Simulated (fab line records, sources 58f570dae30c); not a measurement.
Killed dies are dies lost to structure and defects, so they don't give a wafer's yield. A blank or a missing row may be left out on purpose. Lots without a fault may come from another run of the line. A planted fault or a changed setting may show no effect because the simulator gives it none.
One fault seen from 2 desks | flow berkeley_cmos170 | each desk has only its own numbers; what lay behind them comes last

THE TOOL OWNER'S DESK: implanter-02
The tool's own readings at UCB170_NWELL_IMPLANT_14: means of the sampled wafers that have a number, for each lot that ran on this tool. A lot is out of limits, marked OUT, if its mean lies more than 4 standard deviations from the usual mean; the brackets give that distance.
Columns: A = beam_energy_keV at UCB170_NWELL_IMPLANT_14, usual 150.01
lot  | first seen here | A
L397 | day 4 04:40     | 143.35 (-99 or more) OUT
L398 | day 4 13:37     | 143.38 (-99 or more) OUT
L411 | day 7 04:00     | 150.05
This desk's finding: out of limits on L397, L398; first on L397, day 4 04:40 (beam_energy_keV at UCB170_NWELL_IMPLANT_14). In limits: L411.

THE METROLOGY DESK
What the gauges read, lot by lot, whatever tool the lot ran on: means of the sampled wafers that have a number. A lot is out of limits, marked OUT, if its mean lies more than 4 standard deviations from the usual mean; the brackets give that distance.
Columns: A = NWELL_OXIDE_THK at UCB170_NWELL_THK_MEAS_02, usual 26.2 nm; B = NWELL_NITRIDE_THK at UCB170_NWELL_THK_MEAS_05, usual 222.4 nm; C = NWELL_OVL at UCB170_NWELL_OVL_MEAS_12, usual -1 nm
lot  | first seen here | A    | B     | C
L388 | day 1 22:51     | 25.7 | 221.1 | 4
L397 | day 3 20:37     | 26.3 | 222.4 | 4
L398 | day 4 03:21     | 26.2 | 217.7 | 1
L405 | day 5 10:33     | 26.3 | 223.9 | -4
L406 | day 5 20:08     | 26.9 | 221.9 | -4
L411 | day 6 21:07     | 26.3 | 220.5 | -6
This desk's finding: nothing out of limits on any of the 6 lots.

PUT TOGETHER
The tool owner's desk could have raised an alarm at day 4 04:40, on L397, L398.
The metrology desk saw nothing out of limits.
The metrology desk has L397, L398 on record, within its limits.
Of the lots named, all ran UCB170_NWELL_IMPLANT_14 on implanter-02.

WHAT THE SIMULATOR HAD PUT IN
Process parameter drift: implanter-02, from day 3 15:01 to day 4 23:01, at UCB170_NWELL_IMPLANT_14. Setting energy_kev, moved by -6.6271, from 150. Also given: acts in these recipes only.
Lots struck among those shown: L397, L398.
Hours from the fault's start to each desk's first reading out of limits: the tool owner's desk, 14.
